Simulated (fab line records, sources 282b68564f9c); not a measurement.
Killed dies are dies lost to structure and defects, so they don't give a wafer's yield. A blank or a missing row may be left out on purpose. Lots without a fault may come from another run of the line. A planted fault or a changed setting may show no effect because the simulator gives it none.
Split-lot experiment | flow rit_cmos | 5 lots, 23 wafers read, on a route of 202 steps

THE SPLIT
At RIT_SPACER_ETCHBACK_05 (etches Si3N4 in SF6/CHF3, stops on SiO2, target depth 250 nm, time 240 s), the setting time_s was moved away from the recipe's 240 s on 10 of the 23 wafers read, by -8.6% to +13.7%. The other wafers ran this setting at the recipe's value.

The reading is taken at the split's own step.

THE READING
Si3N4_of_SPACER_CVD_03.thk_nm (the simulator's own value, which no gauge read), in nm, at RIT_SPACER_ETCHBACK_05 (etches Si3N4 in SF6/CHF3, stops on SiO2, target depth 250 nm, time 240 s). The file gives no usual value for it. The 13 wafers here that ran the recipe average 198.0 nm, standard deviation 1.1 nm.

wafer  | tool, chamber at the split | time_s as run, s | against the recipe | Si3N4_of_SPACER_CVD_03.thk_nm, nm | against lot-mates on the recipe
L074.1 | rie_diel-02, 2             | 240              | recipe             | 197.6                             | -
L074.3 | rie_diel-02, 1             | 227.9            | -5.0%              | 199.4                             | +2.5
L074.4 | rie_diel-02, 0             | 240              | recipe             | 197.9                             | -
L074.5 | rie_diel-02, 0             | 227.9            | -5.0%              | 200                               | +3.1
L074.6 | rie_diel-02, 1             | 240              | recipe             | 195.3                             | -
L075.1 | rie_diel-02, 2             | 273              | +13.7%             | 191.9                             | -7.1
L075.2 | rie_diel-02, 1             | 240              | recipe             | 199.1                             | -
L075.3 | rie_diel-02, 0             | 240              | recipe             | 199                               | -
L075.4 | rie_diel-02, 3             | 273              | +13.7%             | 190.7                             | -8.3
L075.6 | rie_diel-02, 1             | 240              | recipe             | 198.9                             | -
L077.1 | rie_diel-04, 1             | 219.3            | -8.6%              | 200.5                             | +2.9
L077.2 | rie_diel-04, 2             | 240              | recipe             | 198.2                             | -
L077.3 | rie_diel-04, 3             | 219.3            | -8.6%              | 201.3                             | +3.7
L077.4 | rie_diel-04, 0             | 219.3            | -8.6%              | 202.8                             | +5.2
L077.5 | rie_diel-04, 1             | 240              | recipe             | 197.1                             | -
L080.1 | rie_diel-04, 2             | 240              | recipe             | 199.5                             | -
L080.4 | rie_diel-04, 2             | 240              | recipe             | 198                               | -
L080.6 | rie_diel-04, 0             | 240              | recipe             | 198.5                             | -
L082.1 | rie_diel-02, 1             | 270.4            | +12.7%             | 190.4                             | -6.9
L082.2 | rie_diel-02, 2             | 240              | recipe             | 197.7                             | -
L082.3 | rie_diel-02, 0             | 270.4            | +12.7%             | 189.2                             | -8.2
L082.4 | rie_diel-02, 3             | 270.4            | +12.7%             | 188.8                             | -8.5
L082.5 | rie_diel-02, 2             | 240              | recipe             | 197                               | -

THE FIT
A straight line over all 23 wafers: Si3N4_of_SPACER_CVD_03.thk_nm changes by -0.534 nm for each +1% of time_s; r = -0.95; the points scatter about the line by 1.2 nm.
The same after taking each lot's own level away (the mean of its wafers on the recipe; 23 wafers): -0.558 nm for each +1%; r = -0.98; scatter 0.83 nm.
On that fit, the largest move of time_s shifts the reading by 7.7 nm.
The lots' own levels span 196.93 to 199.00 nm, that is 1.9 times the standard deviation above.
So the lot-to-lot level changes the slope little: the two slopes agree.
Check: with one of the wafers moved furthest among these (+13.7%) left out of the fit, the line predicts -8.09 nm for it against its lot-mates. It came out at -7.1 nm against them.

OTHER SPLITS ON THESE WAFERS
These wafers also went through other splits before the reading. Each is held against what the fit with the lots' levels taken away leaves over:
other split on the same wafers | wafers away from the commonest value | r with Si3N4_of_SPACER_CVD_03.thk_nm (lot level and that fit taken away)
RIT_ACTIVE_EXPOSE_08 dose_mj   | 9                                    | -0.22
RIT_NWELL_IMPLANT_08 dose_cm2  | 8                                    | -0.12
RIT_PWELL_SOFTBAKE_02 temp_c   | 8                                    | -0.29
RIT_PWELL_IMPLANT_08 dose_cm2  | 8                                    | +0.01
RIT_NRETRO_SOFTBAKE_02 temp_c  | 12                                   | +0.23
RIT_PRETRO_COAT_01 spin_rpm    | 9                                    | +0.26
RIT_GATE_CVD_08 sih4_flow_sccm | 18                                   | -0.05
RIT_GATE_DEVELOP_15 dev_temp_c | 10                                   | +0.02
RIT_NLDD_IMPLANT_08 energy_kev | 7                                    | -0.11

THE FILE'S OWN FIT
Si3N4_of_SPACER_CVD_03.thk_nm changes by -0.563 nm for each +1% of time_s, r = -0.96.
